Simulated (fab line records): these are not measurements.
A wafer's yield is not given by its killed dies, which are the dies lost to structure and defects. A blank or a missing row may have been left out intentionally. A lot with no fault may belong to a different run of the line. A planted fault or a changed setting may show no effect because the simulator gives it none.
Chamber matching -- flow berkeley_cmos170 -- UCB170_M1_ETCH_11 on rie_diel-02 has 4 sister chambers
The step etches BARC in N2/H2. 7 wafers are shown with their chamber, then 7 later ones without.

== EACH WAFER AND ITS CHAMBER ==
wafer,chamber,throttle_valve_pct (%),oes_product_au (a.u.)
L727.4,1,13.00,1.005
L733.5,3,13.46,0.978
L736.1,3,13.47,0.989
L736.2,2,13.20,1.017
L736.3,0,13.49,0.980
L737.2,2,13.20,1.025
L737.3,0,13.48,0.993

== WAFERS MISSING THEIR CHAMBER ==
wafer,throttle_valve_pct (%),oes_product_au (a.u.)
L737.6,13.45,0.993
L738.2,13.47,0.989
L738.4,13.46,0.978
L738.5,13.21,1.019
L744.2,13.21,1.029
L744.3,13.47,0.976
L744.5,13.48,0.989

== WHICH CHAMBER EACH WENT THROUGH ==
wafer,from the rows above,in truth
L737.6,3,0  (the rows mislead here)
L738.2,can't be placed: 3 or 0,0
L738.4,3,3
L738.5,2,2
L744.2,2,2
L744.3,can't be placed: 3 or 0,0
L744.5,can't be placed: 0 or 3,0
Correctly placed: 3 of 7. Cannot be placed on the basis of these rows: 3; the candidates contain the true chamber in 3. Wrongly placed: 1.
How it was worked out, from the rows above alone: a wafer's distance from a chamber is the root of the sum, over the readings, of the square of ((its reading less the chamber's mean) divided by the reading's scatter). The wafer belongs to the nearest chamber; if the next one is less than 2 further off, it can't be placed. Each chamber's mean is taken over the wafers shown for it. The scatter: take each reading less its chamber's mean, square it, sum over the shown wafers, divide by the number of wafers less the number of chambers, and take the root.
